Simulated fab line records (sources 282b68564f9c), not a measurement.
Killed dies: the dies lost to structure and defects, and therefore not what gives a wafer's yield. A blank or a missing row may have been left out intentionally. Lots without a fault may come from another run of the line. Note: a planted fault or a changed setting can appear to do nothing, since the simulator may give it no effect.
Which of the tools did it? ; flow ritCmos ; Sampling: 15 lots, 45 wafers, 2 of 202 route steps

== WHAT THE GAUGES SHOWED, per wafer ==
The record lacks any reading of a measuring or inspecting step that a usual standard deviation could be used to judge.

== EACH LOT AND THE TOOL THAT RAN IT (in order: tool; ch and the chambers of the sampled wafers; start) ==
lot;RIT_NSD_IMPLANT_08;RIT_M1_PROBE_99
L155;implanter-03 ch 0, day 2 23:53;prober-02, day 3 09:53
L156;implanter-03 ch 0, day 3 06:25;prober-01, day 3 16:20
L157;implanter-03 ch 0, day 3 11:20;prober-02, day 3 22:31
L158;implanter-03 ch 0, day 3 16:16;prober-01, day 4 02:16
L160;implanter-03 ch 0, day 4 01:10;prober-01, day 4 11:46
L161;implanter-04 ch 0, day 4 04:51;prober-02, day 4 15:01
L167;implanter-02 ch 0, day 5 11:41;prober-01, day 5 21:37
L168;implanter-02 ch 0, day 5 16:43;prober-02, day 6 05:37
L170;implanter-02 ch 0, day 6 06:52;prober-02, day 6 18:00
L171;implanter-04 ch 0, day 6 07:06;prober-01, day 6 18:09
L173;implanter-04 ch 0, day 6 23:20;prober-01, day 7 09:43
L174;implanter-02 ch 0, day 7 02:53;prober-02, day 7 12:40
L175;implanter-02 ch 0, day 7 07:34;prober-01, day 7 17:11
L177;implanter-03 ch 0, day 7 12:55;prober-02, day 7 23:59
L178;implanter-04 ch 0, day 7 19:01;prober-01, day 8 04:38
- RIT_NSD_IMPLANT_08
- RIT_M1_PROBE_99

== WHAT THE TOOLS THEMSELVES READ (means of the sampled wafers that have a number; where no wafer has one, the mark that the record gives instead) ==
RIT_NSD_IMPLANT_08. Usual: beamEnergyKeV 25.001, standard deviation 0.0075.
lot;tool;beamEnergyKeV;flag
L155;implanter-03;25.009;
L156;implanter-03;25.007;
L157;implanter-03;24.071;OFF
L158;implanter-03;24.063;OFF
L160;implanter-03;24.063;OFF
L161;implanter-04;25.001;
L167;implanter-02;25.001;
L168;implanter-02;25.003;
L170;implanter-02;24.991;
L171;implanter-04;25.012;
L173;implanter-04;24.998;
L174;implanter-02;25.005;
L175;implanter-02;24.998;
L177;implanter-03;24.999;
L178;implanter-04;24.995;

RIT_M1_PROBE_99. Usual: killedAtContacts 0.1, standard deviation 0.25; killedAtFrontEnd 7.1, standard deviation 2.9; killedDies 7.2, standard deviation 2.9; killedOnRim 2.0, standard deviation 1.3; killedOpen 3.6, standard deviation 1.9; killedShort 3.5, standard deviation 1.9.
lot;tool;killedAtContacts;killedAtFrontEnd;killedDies;killedOnRim;killedOpen;killedShort;flag
L155;prober-02;0.0;5.7;5.7;3.7;3.3;2.3;
L156;prober-01;0.3;5.3;5.7;1.7;2.3;3.3;
L157;prober-02;0.0;6.0;6.0;1.7;2.3;3.7;
L158;prober-01;0.0;4.7;4.7;2.0;2.3;2.3;
L160;prober-01;0.0;7.3;7.3;0.7;5.0;2.3;
L161;prober-02;0.0;8.7;8.7;2.0;4.0;4.7;
L167;prober-01;0.0;4.7;4.7;2.3;2.0;2.7;
L168;prober-02;0.0;8.0;8.0;3.0;4.7;3.3;
L170;prober-02;0.0;11.0;11.0;3.7;5.3;5.7;
L171;prober-01;0.0;5.0;5.0;1.3;2.7;2.3;
L173;prober-01;0.0;6.3;6.3;1.7;2.3;4.0;
L174;prober-02;0.0;9.3;9.3;3.0;4.0;4.7;
L175;prober-01;0.3;9.0;9.3;2.3;5.3;4.0;
L177;prober-02;0.0;6.7;6.7;2.0;3.3;3.3;
L178;prober-01;0.0;8.0;8.0;1.7;3.0;5.0;

== THE ANSWER, worked out from the rows above alone ==
Rule: take the mean of a lot's wafers that have a number; if it is more than 3 standard deviations from the usual mean, the lot is off. A lot without any number at a reading at which 4 lots or more have one is off too. Any other lot the step has rows for is counted as sound. The gauges are gone through in route order, then the tools' own readings, and for those a lot's mean is taken as printed above. At the first step where some lot is off, the reading lying furthest off is the one used; lots without a number count as furthest.
Off: L157, L158, L160 (RIT_NSD_IMPLANT_08, beamEnergyKeV).
If a tool, at that step or one of the process steps before it, ran each lot that is off and ran no sound lot following the first of them, it fits. Not one of the candidates tried fits.

== WHAT THE SIMULATOR HAD INSERTED ==
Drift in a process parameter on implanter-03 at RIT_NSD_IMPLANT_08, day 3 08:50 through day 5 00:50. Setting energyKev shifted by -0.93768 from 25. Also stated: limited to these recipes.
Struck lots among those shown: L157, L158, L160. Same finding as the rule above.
